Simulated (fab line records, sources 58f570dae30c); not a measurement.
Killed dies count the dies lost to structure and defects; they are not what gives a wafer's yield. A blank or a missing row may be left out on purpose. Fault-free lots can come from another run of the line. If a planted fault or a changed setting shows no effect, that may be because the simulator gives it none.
2 desks, one fault :: flow berkeley-cmos170 :: what lay behind the numbers comes last; until then each desk has only its own

== THE TOOL OWNER'S DESK: rie-diel-01 ==
The tool's own readings at UCB170_M3_ETCH_17 (etches BARC in N2/H2): means of the sampled wafers that have a number, for each lot that ran on this tool. Marked OUT: a lot whose mean sits more than 4 standard deviations from the usual mean, which makes it out of limits; the brackets give that distance.
Columns: A = drypump-motor-current-A at UCB170_M3_ETCH_17, usual 5.8 A; B = oes-product-au at UCB170_M3_ETCH_17, usual 1.014 a.u.; C = rf-fwd-power-W at UCB170_M3_ETCH_17, usual 495.1 W; D = throttle-valve-pct at UCB170_M3_ETCH_17, usual 13.27 %
lot: L619
first seen here: day 9 23:47
A: 5.7
B: 1.002
C: 495.3
D: 13.39

lot: L620
first seen here: day 10 01:44
A: 5.6
B: 1.444 (+22) OUT
C: 495.5
D: 13.31

lot: L629
first seen here: day 11 03:28
A: 5.3
B: 1.462 (+22) OUT
C: 493.8
D: 13.35
This desk finds L620, L629 out of limits, L620 being first, at day 10 01:44 (oes-product-au at UCB170_M3_ETCH_17). L619 stayed within limits.

== THE METROLOGY DESK ==
Means of the sampled wafers that have a number, per lot and without regard to the tool the lot ran on: this is what the gauges read. Marked OUT: a lot whose mean sits more than 4 standard deviations from the usual mean, which makes it out of limits; the brackets give that distance.
Columns: A = cd-nm at UCB170_M3_CD_MEAS_15, usual 700.1 nm; B = M3_OVL at UCB170_M3_OVL_MEAS_16, usual -5 nm
lot: L623
first seen here: day 9 23:06
A: 699.8
B: -4

lot: L619
first seen here: day 9 23:39
A: 699.4
B: -1

lot: L620
first seen here: day 10 01:35
A: 699.9
B: -8

lot: L628
first seen here: day 10 16:02
A: 698.1
B: -3

lot: L629
first seen here: day 11 03:19
A: 701.4
B: -3

lot: L631
first seen here: day 12 00:36
A: 698.1
B: 0
This desk's verdict: no lot among the 6 shows anything out of limits.

== BROUGHT TOGETHER ==
At day 10 01:44, on L620, L629, the tool owner's desk was in a position to raise an alarm.
From the metrology desk's view, nothing was out of limits.
The metrology desk has L620, L629 on record, within its limits.
On rie-diel-01, each named lot ran UCB170_M3_ETCH_17.

== WHAT WAS PUT IN BY THE SIMULATOR ==
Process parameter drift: rie-diel-01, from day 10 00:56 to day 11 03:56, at UCB170_M3_ETCH_17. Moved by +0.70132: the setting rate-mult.
Shown lots that were struck: L620, L629.
Hours from the fault's start to each desk's first reading out of limits: the tool owner's desk, 1.
